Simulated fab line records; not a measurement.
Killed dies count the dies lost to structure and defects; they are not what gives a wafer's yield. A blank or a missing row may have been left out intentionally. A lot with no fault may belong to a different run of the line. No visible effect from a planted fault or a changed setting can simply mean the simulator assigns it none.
Which of the tools did it?	flow berkeley_cmos170	14 lots with 42 wafers sampled at 7 steps, on a route of 331 steps

== WHAT EACH GAUGE READ, for each wafer ==
UCB170_GATE_OVL_MEAS_13.
lot	measured	on	GATE_OVL (nm)
L760	day 6 05:08	overlay-01	7 3 4
L765	day 7 05:43	overlay-02	5 6 2
L766	day 7 10:54	overlay-01	-3 -3 -2
L767	day 7 21:07	overlay-02	-10 -6 -10
L768	day 7 21:25	overlay-01	0 -1 2
L771	day 8 10:53	overlay-02	-5 -6 -5
L770	day 8 11:10	overlay-01	0 -2 4
L772	day 8 20:16	overlay-02	3 -2 1
L774	day 9 07:58	overlay-02	0 -1 0
L775	day 9 08:10	overlay-02	-6 0 -1
L776	day 9 15:22	overlay-01	-2 -1 -1
L778	day 10 04:57	overlay-02	-2 3 2
L781	day 10 15:20	overlay-01	4 7 2
L782	day 10 23:13	overlay-01	-7 -4 -2

UCB170_NLDD_TW_MEAS_11.
lot	measured	on	NLDD_TW
L760	day 6 12:01	film_metro-03	2216 2245 2231
L765	day 7 09:19	film_metro-03	2225 2224 2233
L766	day 7 14:53	film_metro-03	2243 2227 2235
L767	day 8 00:57	film_metro-03	2236 2236 2232
L768	day 8 01:25	film_metro-02	2239 2253 2241
L771	day 8 15:46	film_metro-03	2247 2237 2239
L770	day 8 16:10	film_metro-02	2250 2235 2238
L772	day 9 00:47	film_metro-02	2238 2231 2247
L774	day 9 15:34	film_metro-03	2228 2235 2236
L775	day 9 15:17	film_metro-01	2214 2226 2220
L776	day 9 19:52	film_metro-01	2221 2213 2217
L778	day 10 09:44	film_metro-02	2253 2251 2241
L781	day 10 20:08	film_metro-01	2229 2243 2233
L782	day 11 04:30	film_metro-01	2226 2228 2228

UCB170_SPACER_THK_MEAS_01.
lot	measured	on	SPACER_TEOS_THK (nm)
L760	day 6 12:22	film_metro-01	371 379 380
L765	day 7 09:36	film_metro-01	390 385 387
L766	day 7 15:09	film_metro-02	367 375 380
L767	day 8 01:23	film_metro-04	378 373 380
L768	day 8 01:41	film_metro-04	381 378 379
L771	day 8 16:03	film_metro-04	379 374 383
L770	day 8 16:34	film_metro-01	380 384 388
L772	day 9 01:04	film_metro-04	372 366 376
L774	day 9 15:51	film_metro-04	372 377 383
L775	day 9 15:35	film_metro-02	367 367 368
L776	day 9 20:08	film_metro-04	368 372 374
L778	day 10 10:01	film_metro-04	372 380 379
L781	day 10 20:25	film_metro-02	374 371 382
L782	day 11 04:47	film_metro-01	385 384 382

UCB170_PSD_TW_MEAS_10.
lot	measured	on	PSD_TW
L760	day 6 19:17	film_metro-03	2329 2339 2349
L765	day 7 17:13	film_metro-02	2345 2345 2345
L766	day 7 23:16	film_metro-03	2344 2343 2347
L767	day 8 06:54	film_metro-03	2350 2339 2347
L768	day 8 07:05	film_metro-02	2358 2354 2362
L771	day 8 22:48	film_metro-03	2349 2346 2347
L770	day 8 23:35	film_metro-03	2341 2331 2350
L772	day 9 06:22	film_metro-03	2305 2287 2304
L774	day 9 21:55	film_metro-02	2320 2315 2304
L775	day 9 22:02	film_metro-02	2353 2353 2354
L776	day 10 03:26	film_metro-02	2346 2350 2372
L778	day 10 15:53	film_metro-02	2372 2359 2359
L781	day 11 01:55	film_metro-02	2349 2348 2357
L782	day 11 12:26	film_metro-03	2351 2358 2368

UCB170_SDANNEAL_RS_MEAS_02: the measuring method here is four-point-probe.
lot	measured	on	PSD_RS (ohm/sq)
L760	day 6 22:07	film_metro-02	75.46 75.38 75.76
L765	day 7 21:11	film_metro-02	75.96 76.32 75.46
L766	day 8 03:08	film_metro-03	75.67 75.80 75.57
L767	day 8 10:36	film_metro-02	75.43 75.41 75.42
L768	day 8 11:02	film_metro-03	75.64 75.68 75.38
L771	day 9 01:57	film_metro-02	75.59 75.76 75.96
L770	day 9 03:37	film_metro-01	75.63 75.41 75.50
L772	day 9 12:29	film_metro-03	78.89 78.89 78.88
L774	day 10 00:41	film_metro-01	78.71 78.97 78.79
L775	day 10 01:08	film_metro-03	75.44 75.09 75.44
L776	day 10 07:23	film_metro-03	75.96 76.41 76.00
L778	day 10 19:39	film_metro-01	75.18 75.23 75.41
L781	day 11 04:50	film_metro-03	75.42 75.60 75.33
L782	day 11 17:26	film_metro-01	75.47 75.49 75.51

== EACH LOT AND THE TOOL THAT RAN IT (in order: tool; ch and the chambers of the sampled wafers; start) ==
lot	UCB170_PSD_IMPLANT_08	UCB170_PSD_STRIP_09
L760	implanter-02 ch 0, day 6 19:03	plasma_asher-02 ch 0,1, day 6 19:11
L765	implanter-02 ch 0, day 7 17:01	plasma_asher-02 ch 0,1, day 7 17:07
L766	implanter-04 ch 0, day 7 23:01	plasma_asher-01 ch 0,1, day 7 23:10
L767	implanter-02 ch 0, day 8 06:39	plasma_asher-03 ch 0,1, day 8 06:48
L768	implanter-04 ch 0, day 8 06:52	plasma_asher-01 ch 0,1, day 8 06:59
L771	implanter-04 ch 0, day 8 22:34	plasma_asher-01 ch 0,1, day 8 22:41
L770	implanter-04 ch 0, day 8 23:21	plasma_asher-01 ch 0,1, day 8 23:29
L772	implanter-04 ch 0, day 9 06:08	plasma_asher-01 ch 0,1, day 9 06:16
L774	implanter-04 ch 0, day 9 21:40	plasma_asher-02 ch 0,1, day 9 21:49
L775	implanter-03 ch 0, day 9 21:47	plasma_asher-01 ch 0,1, day 9 21:56
L776	implanter-02 ch 0, day 10 03:11	plasma_asher-02 ch 0,1, day 10 03:20
L778	implanter-02 ch 0, day 10 15:38	plasma_asher-02 ch 0,1, day 10 15:47
L781	implanter-03 ch 0, day 11 01:41	plasma_asher-02 ch 0,1, day 11 01:49
L782	implanter-03 ch 0, day 11 12:14	plasma_asher-03 ch 0,1, day 11 12:20
- UCB170_PSD_IMPLANT_08
- UCB170_PSD_STRIP_09: strips in O2.

== AS READ BY THE TOOLS THEMSELVES (means over the sampled wafers that have a number; for cases with no such wafer, the mark the record gives instead) ==
UCB170_PSD_IMPLANT_08.
lot	tool	beam_on_s (s)	dose_ions_cm2
L760	implanter-02	9.98	3e+15
L765	implanter-02	10.10	3e+15
L766	implanter-04	9.90	3e+15
L767	implanter-02	10.11	3e+15
L768	implanter-04	10.25	3e+15
L771	implanter-04	10.07	3e+15
L770	implanter-04	10.03	3e+15
L772	implanter-04	9.99	3e+15
L774	implanter-04	10.10	3e+15
L775	implanter-03	10.14	3e+15
L776	implanter-02	9.91	3e+15
L778	implanter-02	9.94	3e+15
L781	implanter-03	10.00	3e+15
L782	implanter-03	9.91	3e+15

UCB170_PSD_STRIP_09.
lot	tool	drypump_motor_current_A (A)	o2_flow_sccm (sccm)	oes_product_au (a.u.)	strip_time_to_endpoint_s (s)
L760	plasma_asher-02	5.25	400.7	0.599	29.38
L765	plasma_asher-02	5.22	400.2	0.601	29.36
L766	plasma_asher-01	5.69	400.1	0.603	29.42
L767	plasma_asher-03	5.34	400.2	0.600	29.45
L768	plasma_asher-01	5.69	399.2	0.597	29.29
L771	plasma_asher-01	5.66	399.8	0.598	29.31
L770	plasma_asher-01	5.67	399.0	0.600	29.31
L772	plasma_asher-01	5.68	400.7	0.608	28.70
L774	plasma_asher-02	5.23	401.1	0.607	28.68
L775	plasma_asher-01	5.68	399.7	0.601	29.43
L776	plasma_asher-02	5.42	401.6	0.604	29.33
L778	plasma_asher-02	5.41	399.2	0.600	29.49
L781	plasma_asher-02	5.22	399.3	0.603	29.48
L782	plasma_asher-03	5.31	400.2	0.602	29.46

== THE ANSWER, worked out from the rows above alone ==
Rule: the usual values come from the lots themselves. Put in order of their means at a reading, lots are off if they are a third of the lots or fewer, leave a main group of 4 or more, and stand apart from it by a gap of 3 or more times the standard deviation of the main group's means; of several such gaps the widest counts. If all means in a main group match to the digits the tables above print for the reading, that group is not used. Also off: a lot with no number at a reading for which 4 or more lots have one. All remaining lots with rows at the step are treated as sound. After the gauges, taken in route order, come the tools' own readings; for these a lot's mean is taken, as printed above. The first step at which some lot is off is used, and at that step the reading that is off furthest; a lot without a number counts as furthest.
Off: L772, L774, seen at UCB170_PSD_TW_MEAS_10 (PSD_TW). For the main group the mean is 2350 and the standard deviation 7.4.
If a tool, at a process step before that reading, ran all the lots that are off and no sound lot after the first of them, it fits. The gauges at UCB170_PSD_TW_MEAS_10 aren't tried: what is off there is off at UCB170_PSD_STRIP_09 too, on other tools, and a gauge's error can't cause that. One fits: UCB170_PSD_IMPLANT_08 on implanter-04. Its last sound lot is L770 (day 8 23:21), its first lot that is off L772 (day 9 06:08): a fault that began between those two fits.

== WHAT HAD BEEN PUT IN BY THE SIMULATOR ==
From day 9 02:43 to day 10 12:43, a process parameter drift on implanter-04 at UCB170_PSD_IMPLANT_08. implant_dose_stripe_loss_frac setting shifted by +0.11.
Shown lots that were struck: L772, L774. The rule above found the same.
